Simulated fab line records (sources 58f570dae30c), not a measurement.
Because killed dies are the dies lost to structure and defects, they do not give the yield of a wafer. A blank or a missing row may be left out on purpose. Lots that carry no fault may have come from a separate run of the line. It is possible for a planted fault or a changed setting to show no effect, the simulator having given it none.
Which tool is to blame? ; flow berkeley cmos170 ; 14 lots with 42 wafers sampled at 5 steps, on a route of 331 steps

== WHAT EACH GAUGE READ, for each wafer ==
UCB170_SPACER_THK_MEAS_01. Usual: SPACER_TEOS_THK gives 376 nm (standard deviation 4.6).
lot;measured;on;SPACER_TEOS_THK (nm);flag
L858;day 7 04:10;film metro-04;377 379 377;
L859;day 7 17:36;film metro-04;373 375 378;
L861;day 7 17:53;film metro-04;375 381 376;
L860;day 7 18:18;film metro-04;374 380 380;
L864;day 8 07:53;film metro-04;371 367 377;
L863;day 8 08:17;film metro-04;377 379 378;
L867;day 9 10:30;film metro-03;371 372 378;
L869;day 10 01:27;film metro-04;373 375 380;
L871;day 10 01:58;film metro-04;507 515 386 507 516 386;OFF
L875;day 10 17:28;film metro-01;519 382 377 519 383 377;OFF
L876;day 10 18:10;film metro-04;370 371 380;
L877;day 11 06:09;film metro-03;369 376 377;
L878;day 11 06:35;film metro-04;375 376 385;
L879;day 11 21:48;film metro-03;375 374 381;

UCB170_CONTACT_OVL_MEAS_16. Usual: CONTACT_OVL gives -2 nm (standard deviation 4.3).
lot;measured;on;CONTACT_OVL (nm);flag
L858;day 7 21:13;overlay-01;1 12 -2;
L859;day 8 11:05;overlay-01;-2 2 1;
L861;day 8 12:49;overlay-01;-4 1 -5;
L860;day 8 10:03;overlay-01;2 0 -5;
L864;day 9 02:49;overlay-02;-6 -8 -3;
L863;day 9 03:32;overlay-01;7 1 2;
L867;day 10 04:49;overlay-01;1 -7 0;
L869;day 10 14:26;overlay-02;3 0 0;
L871;day 10 17:40;overlay-02;1;
L875;day 11 11:56;overlay-02;-3 -3;
L876;day 11 12:22;overlay-01;-2 1 -4;
L877;day 11 19:52;overlay-02;-7 -5 -8;
L878;day 11 20:35;overlay-01;0 -3 13;
L879;day 12 16:53;overlay-02;-1 -9 -2;

== EACH LOT AND THE TOOL THAT RAN IT (in order: tool; ch and the chambers of the sampled wafers; start) ==
lot;UCB170_PWELL_ETCH_14;UCB170_SPACER_CVD_00;UCB170_SPACER_ETCHBACK_03
L858;rie diel-03 ch 0,2, day 3 06:19;pecvd-04 ch 0,1, day 7 04:07;rie diel-03 ch 0,1,3, day 7 08:40
L859;rie diel-03 ch 0,2, day 3 19:02;pecvd-04 ch 0,1, day 7 17:33;rie diel-01 ch 1,2,3, day 7 23:05
L861;rie diel-01 ch 1,2,3, day 3 19:40;pecvd-03 ch 0,1,2, day 7 17:49;rie diel-02 ch 0,1,2, day 7 23:05
L860;rie diel-03 ch 0,1,2, day 4 00:08;pecvd-04 ch 0,1,2, day 7 18:14;rie diel-01 ch 1,2, day 7 23:09
L864;rie diel-01 ch 0,1,2, day 4 07:50;pecvd-02 ch 0,2, day 8 07:50;rie diel-02 ch 0,1,2, day 8 13:19
L863;rie diel-04 ch 1,3, day 4 08:06;pecvd-04 ch 0,1,2, day 8 08:14;rie diel-03 ch 0,2, day 8 13:19
L867;rie diel-01 ch 0,2, day 5 06:53;pecvd-03 ch 0,1, day 9 10:27;rie diel-02 ch 0,1, day 9 16:21
L869;rie diel-01 ch 1,2, day 5 14:25;pecvd-03 ch 1,2, day 10 01:23;rie diel-02 ch 0,2,3, day 10 05:07
L871;rie diel-01 ch 0,1, day 5 22:11;pecvd-04 ch 0,1, day 10 01:54;rie diel-03 ch 2,3, day 10 06:37
L875;rie diel-01 ch 0,1, day 7 02:35;pecvd-04 ch 0,1,2, day 10 17:25;rie diel-01 ch 1,2, day 10 21:28
L876;rie diel-03 ch 0,1,3, day 7 02:52;pecvd-03 ch 1,2, day 10 18:07;rie diel-03 ch 1,3, day 10 21:28
L877;rie diel-01 ch 0,1, day 7 13:48;pecvd-02 ch 1,2, day 11 06:06;rie diel-01 ch 0,1,2, day 11 10:02
L878;rie diel-03 ch 1,2,3, day 7 14:01;pecvd-03 ch 0,1,2, day 11 06:33;rie diel-03 ch 1,2,3, day 11 10:02
L879;rie diel-01 ch 1,2,3, day 8 02:13;pecvd-02 ch 0,1,2, day 11 21:46;rie diel-03 ch 0,1,2, day 12 03:04
- UCB170_PWELL_ETCH_14: etches Si3N4 in CH3F/Ar/O2, stops on SiO2, target depth 242 nm, time 151 s.
- UCB170_SPACER_CVD_00: deposits SiO2 from TEOS/O2, target thk 376 nm, time 47 s.
- UCB170_SPACER_ETCHBACK_03: etches SiO2 in CHF3/CF4/Ar, stops on Si, target depth 376 nm, time 100 s.

== AS READ BY THE TOOLS THEMSELVES (means over the sampled wafers that have a number; for cases with no such wafer, the mark the record gives instead) ==
UCB170_PWELL_ETCH_14. Usual: chamber pressure mTorr 50.00 mTorr, standard deviation 0.044; drypump motor current A 5.5 A, standard deviation 0.3; oes product au 0.935 a.u., standard deviation 0.018; throttle valve pct 8.11 %, standard deviation 0.084.
lot;tool;chamber pressure mTorr (mTorr);drypump motor current A (A);oes product au (a.u.);throttle valve pct (%);flag
L858;rie diel-03;50.00;5.6;0.926;8.07;
L859;rie diel-03;49.97;5.8;0.925;8.12;
L861;rie diel-01;49.97;5.5;0.935;8.12;
L860;rie diel-03;50.05;5.8;0.931;8.13;
L864;rie diel-01;50.02;5.6;0.933;8.04;
L863;rie diel-04;50.05;5.4;0.937;8.11;
L867;rie diel-01;50.02;5.7;0.955;8.01;
L869;rie diel-01;49.99;5.4;0.916;8.06;
L871;rie diel-01;49.99;5.6;0.953;8.02;
L875;rie diel-01;50.01;5.5;0.951;8.02;
L876;rie diel-03;49.97;5.6;0.912;8.19;
L877;rie diel-01;50.00;5.4;0.939;8.05;
L878;rie diel-03;50.01;5.4;0.928;8.16;
L879;rie diel-01;49.97;5.6;0.921;8.11;

UCB170_SPACER_CVD_00. Usual: heater power w 262 W, standard deviation 48; run length s 74.8 s, standard deviation 0.47.
lot;tool;heater power w (W);run length s (s);flag
L858;pecvd-04;264;75.2;
L859;pecvd-04;226;75.6;
L861;pecvd-03;250;74.6;
L860;pecvd-04;280;75.0;
L864;pecvd-02;251;74.7;
L863;pecvd-04;254;75.2;
L867;pecvd-03;283;74.9;
L869;pecvd-03;264;74.4;
L871;pecvd-04;290;86.6;OFF
L875;pecvd-04;272;80.9;OFF
L876;pecvd-03;237;74.6;
L877;pecvd-02;321;74.6;
L878;pecvd-03;248;74.3;
L879;pecvd-02;273;74.5;

UCB170_SPACER_ETCHBACK_03. Usual: chamber pressure mTorr 199.99 mTorr, standard deviation 0.19; drypump motor current A 5.5 A, standard deviation 0.33; oes product au 0.889 a.u., standard deviation 0.016; throttle valve pct 6.52 %, standard deviation 0.077.
lot;tool;chamber pressure mTorr (mTorr);drypump motor current A (A);oes product au (a.u.);throttle valve pct (%);flag
L858;rie diel-03;199.87;5.6;0.888;6.60;
L859;rie diel-01;200.19;5.6;0.883;6.52;
L861;rie diel-02;199.82;5.4;0.885;6.51;
L860;rie diel-01;199.94;5.5;0.884;6.49;
L864;rie diel-02;199.97;5.5;0.873;6.49;
L863;rie diel-03;199.98;5.6;0.900;6.49;
L867;rie diel-02;200.07;5.5;0.877;6.45;
L869;rie diel-02;200.14;5.4;0.880;6.48;
L871;rie diel-03;200.30;5.1;0.951;6.57;OFF
L875;rie diel-01;200.13;5.4;0.916;6.49;
L876;rie diel-03;200.00;5.3;0.880;6.62;
L877;rie diel-01;199.85;5.5;0.891;6.47;
L878;rie diel-03;199.98;5.4;0.897;6.56;
L879;rie diel-03;200.09;5.7;0.903;6.55;

== THE ANSWER, worked out from the rows above alone ==
Rule: lot off if the mean of its wafers having a number is beyond 3 standard deviations from the usual mean. A lot without any number at a reading at which 4 lots or more have one is off too. Where the step has rows for the other lots, those lots are counted as sound. The gauges are gone through in route order, then the tools' own readings, and for those a lot's mean is taken as printed above. The first step at which some lot is off is used, and at that step the reading that is off furthest; a lot without a number counts as furthest.
Off: L871, L875, at UCB170_SPACER_THK_MEAS_01 (SPACER_TEOS_THK).
If a tool, at a process step before that reading, ran all the lots that are off and no sound lot after the first of them, it fits. The gauges at UCB170_SPACER_THK_MEAS_01 aren't tried: what is off there is off at UCB170_SPACER_CVD_00 too, on other tools, and a gauge's error can't cause that. One candidate fits, namely pecvd-04 at UCB170_SPACER_CVD_00. A fault onset in the window from L863 (day 8 08:14, its last sound lot) to L871 (day 10 01:54, its first lot off) fits.
On the lots that are off, the tool's own readings at UCB170_SPACER_CVD_00 differ by more than 5 times the standard deviation of the sound lots' means, which bears it out; run length s reads 83.8 s there versus 74.8 s on the sound lots.

== WHAT HAD BEEN PUT IN BY THE SIMULATOR ==
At UCB170_SPACER_CVD_00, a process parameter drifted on pecvd-04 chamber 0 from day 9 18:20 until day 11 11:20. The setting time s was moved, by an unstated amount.
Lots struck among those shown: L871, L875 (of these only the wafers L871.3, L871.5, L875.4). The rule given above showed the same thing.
